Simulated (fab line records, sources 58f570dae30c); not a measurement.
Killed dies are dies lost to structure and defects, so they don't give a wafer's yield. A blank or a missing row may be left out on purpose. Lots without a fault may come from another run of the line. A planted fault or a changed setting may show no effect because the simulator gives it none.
Which tool did it? | flow berkeley_cmos170 | 7 lots, 21 wafers sampled, at 2 steps of a route of 331

WHAT THE GAUGES READ, wafer by wafer
UCB170_NSD_OVL_MEAS_07.
lot  | measured     | on         | NSD_OVL (nm)
L562 | day 7 08:05  | overlay-01 | 5 -3 2
L566 | day 8 09:34  | overlay-01 | 3 1 -3
L571 | day 9 10:02  | overlay-02 | -1 -4 -5
L574 | day 10 05:46 | overlay-01 | 2 7 8
L580 | day 11 06:32 | overlay-01 | -1 5 -1
L578 | day 11 06:28 | overlay-02 | 3 8 5
L582 | day 11 17:25 | overlay-01 | 4 -3 2

WHICH TOOL RAN EACH LOT (tool, then ch and the chambers of the sampled wafers, then the start)
lot  | UCB170_PSD_DEVELOP_05
L562 | litho_track-03 ch 0, day 7 04:00
L566 | litho_track-03 ch 0, day 8 07:00
L571 | litho_track-02 ch 0, day 9 08:00
L574 | litho_track-01 ch 0, day 10 02:00
L580 | litho_track-02 ch 0, day 11 01:00
L578 | litho_track-02 ch 0, day 11 01:00
L582 | litho_track-01 ch 0, day 11 14:00
- UCB170_PSD_DEVELOP_05: develop time 45 s.

THE ANSWER, worked out from the rows above alone
Rule: what is usual is taken from the lots themselves. Put in order of their means at a reading, lots are off if they are a third of the lots or fewer, leave a main group of 4 or more, and stand apart from it by a gap of 3 or more times the standard deviation of the main group's means; of several such gaps the widest counts. A main group whose means are all the same, to the digits that the tables above print for the reading, isn't used. A lot without any number at a reading at which 4 lots or more have one is off too. The other lots that the step has rows for count as sound.
No lot is off at any reading shown: from this, nothing can be told.

WHAT THE SIMULATOR HAD PUT IN
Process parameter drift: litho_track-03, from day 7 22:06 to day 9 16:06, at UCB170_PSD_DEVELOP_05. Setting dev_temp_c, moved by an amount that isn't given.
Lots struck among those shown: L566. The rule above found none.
